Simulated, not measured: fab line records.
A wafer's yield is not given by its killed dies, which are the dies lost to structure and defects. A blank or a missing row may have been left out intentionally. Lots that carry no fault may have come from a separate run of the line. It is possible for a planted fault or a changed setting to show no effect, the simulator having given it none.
fab line records ; flow berkeley-cmos170 ; part 2 of 2: steps 36 to 45 of 45
record: lots: 5; wafers: 15; last-day: 11
route steps=331 shown PWELL@40 WELLDRIVE@55 ACTIVE@60 PFIELD@79
lots with no fault: from the same line, run without faults
start-h: hours from the record's opening day to when the first of the lot's shown wafers began ; wait-h: how many hours have passed since the lot's step before this one ; " same as the row above ; L1.1+2: a row that stands for several wafers ; - no value present, or no start provided ; * or withheld: withheld ; < > ~ a bound
route shown NAME@n: a module of which the file shows steps, and the number in the route of the first ; usual: the fault-free wafers' mean and standard deviation ; same: alike in all rows ; chamber/n: place in a boat ; sites: the reading at each site ; _std_site: standard deviation across them ; _edge_site: outer sites' mean less inner sites' ; radius-mm: for every site, how far away it sits from the centre of the wafer ; mask NAME#n: copy n ; behind: the most recent tool/chamber to have shaped the wafer ; hold: the reason the lot was held/the length of the hold in hours/how it ended ; device: the n, p or np transistor that did not switch ; end of line: tests run on the same wafers once the route is complete ; where a step has no rows: the recipe by itself ; killed: count of dies lost to structure and defects at first sort (not the wafer's yield) ; map: the dies of a wafer, with x for killed, . for not killed, _ for no die there
set.NAME: setting as actually run; set.NAME@STEP: the setting as run at that earlier step ; model.NAME: the simulator's own value behind a step, which no gauge read
lots seen at some steps along the route; tables by step, rows by wafer
services: a tool's chamber out of use, with start hour (start-h, from the record's first day; less than 0 if before it), hours out, and reason
== steps ==
step: UCB170_ACTIVE_ETCH_15
recipe: chemistry: CH3F/Ar/O2; target: Si3N4; stop-on: SiO2; CH3F_flow_sccm: 20; Ar_flow_sccm: 50; O2_flow_sccm: 7; pressure-mtorr: 50; rf-w: 450; target-depth-a: 2420; over-etch-frac: 0.1; time-s: 151
usual: chamber-pressure-mTorr: 50.00/0.05; drypump-motor-current-A: 5.8/0.53; oes-product-au: 0.942/0.015; throttle-valve-pct: 8.07/0.15
lot.wafer;tool;chamber;start-h;wait-h;chamber-pressure-mTorr;drypump-motor-current-A;oes-product-au;rf-hours-counter-h;throttle-valve-pct
L076.1;rie-diel-04;3;105.88;0.0;50.01;5.4;0.941;32;8.17
L076.3;rie-diel-04;1;105.88;0.0;50.04;5.6;0.920;31;8.14
L076.6;rie-diel-04;1;105.88;0.0;49.96;5.6;0.924;-;8.13
L079.1;rie-diel-03;0;123.37;0.0;49.97;6.3;0.942;60;8.19
L079.4;rie-diel-03;2;123.37;0.0;50.02;6.5;0.952;-;8.18
L079.5;rie-diel-03;0;123.37;0.0;49.97;6.2;0.923;-;8.18
L082.4;rie-diel-03;2;130.59;0.1;49.98;6.6;0.965;-;8.19
L082.5;rie-diel-03;0;130.59;0.1;50.02;6.2;0.945;-;8.19
L082.6;rie-diel-03;3;130.59;0.1;50.03;5.2;0.929;-;8.04
L089.1;rie-diel-03;1;168.78;0.0;49.90;6.6;0.934;1;7.78
L089.2;rie-diel-03;0;168.78;0.0;50.06;6.2;0.938;62;8.20
L089.3;rie-diel-03;2;168.78;0.0;50.00;6.5;0.959;126;8.19
L091.1;rie-diel-02;3;178.09;0.0;49.97;5.9;0.943;127;8.04
L091.2;rie-diel-02;2;178.09;0.0;50.04;5.9;0.952;4;8.23
L091.5;rie-diel-02;2;178.09;0.0;50.09;5.9;0.943;-;8.21
step: UCB170_ACTIVE_STRIP_16
recipe: chemistry: O2; power-w: 400; pressure-mtorr: 3500; platen-temp-c: withheld; o2-flow-sccm: 400; overash-fraction: 0.5
usual: chamber-pressure-mTorr: 3500.2/3; drypump-motor-current-A: 5.63/0.28; oes-product-au: 0.720/0.0045; strip-time-to-endpoint-s: 18.05/0.08
lot.wafer;tool;chamber;start-h;wait-h;chamber-pressure-mTorr;drypump-motor-current-A;oes-product-au;rf-hours-counter-h;strip-time-to-endpoint-s
L076.1;plasma-asher-03;0;105.98;0.1;3497.2;5.26;0.717;40;18.16
L076.3;plasma-asher-03;0;105.98;0.1;3500.2;5.29;0.715;-;18.02
L076.6;plasma-asher-03;0;105.98;0.1;3507.0;5.29;0.716;-;18.07
L079.1;plasma-asher-04;0;123.47;0.1;3502.4;5.29;0.719;32;18.07
L079.4;plasma-asher-04;1;123.47;0.1;3498.7;5.48;0.712;-;18.12
L079.5;plasma-asher-04;0;123.47;0.1;3504.7;5.24;0.713;-;18.11
L082.4;plasma-asher-02;0;130.67;0.0;3495.3;5.60;0.714;-;18.23
L082.5;plasma-asher-02;1;130.67;0.0;3504.5;6.06;0.726;-;18.11
L082.6;plasma-asher-02;0;130.67;0.0;3499.4;5.61;0.718;-;18.16
L089.1;plasma-asher-02;1;168.88;0.1;3501.2;6.02;0.723;39;18.17
L089.2;plasma-asher-02;0;168.88;0.1;3499.3;5.61;0.719;39;18.11
L089.3;plasma-asher-02;0;168.88;0.1;3504.8;5.61;0.708;-;18.23
L091.1;plasma-asher-04;0;178.20;0.1;3492.7;5.29;0.721;38;17.91
L091.2;plasma-asher-04;1;178.20;0.1;3501.6;5.44;0.717;38;18.05
L091.5;plasma-asher-04;0;178.20;0.1;3497.8;5.27;0.718;-;18.10
step: UCB170_ACTIVE_CD_MEAS_90
recipe: target-cd-nm: 1200
usual: cd-nm: 1200.2/1.5
lot.wafer;tool;chamber;start-h;wait-h;cd-nm
L076.1;cd-sem-01;-;106.08;0.1;1203.1
L076.3;cd-sem-01;-;106.08;0.1;1201.3
L076.6;cd-sem-01;-;106.08;0.1;1200.7
L079.1;cd-sem-01;-;123.61;0.1;1201.8
L079.4;cd-sem-01;-;123.61;0.1;1202.0
L079.5;cd-sem-01;-;123.61;0.1;1202.3
L082.4;cd-sem-02;-;130.80;0.1;1200.6
L082.5;cd-sem-02;-;130.80;0.1;1200.9
L082.6;cd-sem-02;-;130.80;0.1;1200.4
L089.1;cd-sem-01;-;169.02;0.1;1199.2
L089.2;cd-sem-01;-;169.02;0.1;1198.8
L089.3;cd-sem-01;-;169.02;0.1;1201.2
L091.1;cd-sem-02;-;178.34;0.1;1201.2
L091.2;cd-sem-02;-;178.34;0.1;1200.7
L091.5;cd-sem-02;-;178.34;0.1;1199.6
step: UCB170_ACTIVE_CLEAN_17
recipe: chemistry: SPM; temp-c: 120; time-s: 600
lot.wafer;tool;chamber;start-h;wait-h
L076.1+3+6;wet-bench-03;0;107.62;1.5
L079.1+4+5;wet-bench-01;1;126.66;3.0
L082.4+5+6;wet-bench-01;1;130.86;0.0
L089.1+2+3;wet-bench-01;0;169.16;0.1
L091.1+2+5;wet-bench-01;0;178.46;0.1
step: UCB170_PFIELD_HMDS_00
recipe: prime-time-s: 60; prime-temp-c: 100
lot.wafer;tool;chamber;start-h;wait-h
L076.1+3+6;litho-track-01;0;108.29;0.5
L079.1+4+5;litho-track-01;0;126.83;0.0
L082.4+5+6;litho-track-04;0;131.28;0.3
L089.1+2+3;litho-track-03;0;169.35;0.0
L091.1+2+5;litho-track-01;0;178.65;0.0
step: UCB170_PFIELD_COAT_01
recipe: resist: KrF; spin-rpm: 1500; resist-thk-nm: 900
lot.wafer;tool;chamber;start-h;wait-h
L076.1+3+6;litho-track-01;0;108.44;0.1
L079.1+4+5;litho-track-01;0;126.98;0.1
L082.4+5+6;litho-track-04;0;131.43;0.1
L089.1+2+3;litho-track-03;0;169.50;0.1
L091.1+2+5;litho-track-01;0;178.80;0.1
step: UCB170_PFIELD_SOFTBAKE_02
recipe: resist: KrF; temp-c: 130; time-s: 60
lot.wafer;tool;chamber;start-h;wait-h
L076.1+3+6;litho-track-01;0;108.59;0.1
L079.1+4+5;litho-track-01;0;127.13;0.1
L082.4+5+6;litho-track-04;0;131.58;0.1
L089.1+2+3;litho-track-03;0;169.65;0.1
L091.1+2+5;litho-track-01;0;178.95;0.1
step: UCB170_PFIELD_EXPOSE_03
recipe: mask-id: PFIELD; na: 0.5; sigma-outer: 0.6; source-shape: conventional; target-cd-nm: 1500; dose-mj: 30
usual: reticle-temp-C: 23.00/0.1; stage-vel-mm-s: 500.02/0.25
same: sigma-outer: 0.6
lot.wafer;tool;chamber;start-h;wait-h;mask;reticle-temp-C;stage-vel-mm-s
L076.1;krf-scanner-01;0;108.74;0.1;PFIELD#0;22.90;500.35
L076.3;krf-scanner-01;0;108.74;0.1;PFIELD#0;22.75;500.29
L076.6;krf-scanner-01;0;108.74;0.1;PFIELD#0;22.84;500.23
L079.1;krf-scanner-02;0;127.28;0.1;PFIELD#0;22.94;500.07
L079.4;krf-scanner-02;0;127.28;0.1;PFIELD#0;22.96;499.68
L079.5;krf-scanner-02;0;127.28;0.1;PFIELD#0;22.85;499.77
L082.4;krf-scanner-02;0;131.71;0.1;PFIELD#0;23.03;500.15
L082.5;krf-scanner-02;0;131.71;0.1;PFIELD#0;22.93;500.16
L082.6;krf-scanner-02;0;131.71;0.1;PFIELD#0;22.94;500.04
L089.1;krf-scanner-02;0;169.80;0.1;PFIELD#0;23.19;499.98
L089.2;krf-scanner-02;0;169.80;0.1;PFIELD#0;23.09;499.80
L089.3;krf-scanner-02;0;169.80;0.1;PFIELD#0;23.18;499.74
L091.1;krf-scanner-01;0;179.25;0.3;PFIELD#0;22.97;499.63
L091.2;krf-scanner-01;0;179.25;0.3;PFIELD#0;23.02;500.54
L091.5;krf-scanner-01;0;179.25;0.3;PFIELD#0;22.99;500.14
step: UCB170_PFIELD_PEB_04
recipe: peb-temp-c: 130; peb-time-s: withheld; resist: KrF
lot.wafer;tool;chamber;start-h;wait-h
L076.1+3+6;litho-track-03;0;109.04;0.3
L079.1+4+5;litho-track-01;0;127.40;0.1
L082.4+5+6;litho-track-01;0;131.85;0.1
L089.1+2+3;litho-track-04;0;170.43;0.6
L091.1+2+5;litho-track-04;0;179.48;0.2
step: UCB170_PFIELD_DEVELOP_05
recipe: developer: TMAH; develop-time-s: 45; resist: KrF; dev-temp-c: 21
lot.wafer;tool;chamber;start-h;wait-h
L076.1+3+6;litho-track-03;0;-;-
L079.1+4+5;litho-track-01;0;-;-
L082.4+5+6;litho-track-01;0;-;-
L089.1+2+3;litho-track-04;0;-;-
L091.1+2+5;litho-track-04;0;-;-
== services ==
tool;chamber;start-h;hours;kind
lpcvd-01;-;41.87;0.9;repair
krf-scanner-02;-;42.18;1.0;pm
wet-bench-04;-;47.11;16.6;repair
krf-scanner-01;-;53.00;1.0;pm
rie-diel-01;0;54.94;21.2;repair
rie-diel-01;2;65.90;5.4;repair
krf-scanner-02;-;68.12;0.3;repair
implanter-04;-;73.05;1.9;repair
lpcvd-01;-;79.08;14.6;pm
furnace-04;-;96.41;3.0;pm
plasma-asher-03;-;108.75;9.0;pm
krf-scanner-01;-;112.67;3.0;pm
plasma-asher-04;-;114.70;2.0;repair
krf-scanner-02;-;117.75;0.8;pm
implanter-04;-;123.41;2.9;pm
krf-scanner-01;-;131.25;4.4;repair
krf-scanner-01;-;135.60;0.8;pm
krf-scanner-02;-;136.44;1.3;pm
plasma-asher-03;-;144.94;14.2;repair
krf-scanner-01;-;146.15;7.2;pm
implanter-04;-;153.07;1.9;repair
wet-bench-01;-;154.90;1.9;pm
krf-scanner-01;-;171.27;1.3;pm
furnace-02;-;171.47;4.5;pm
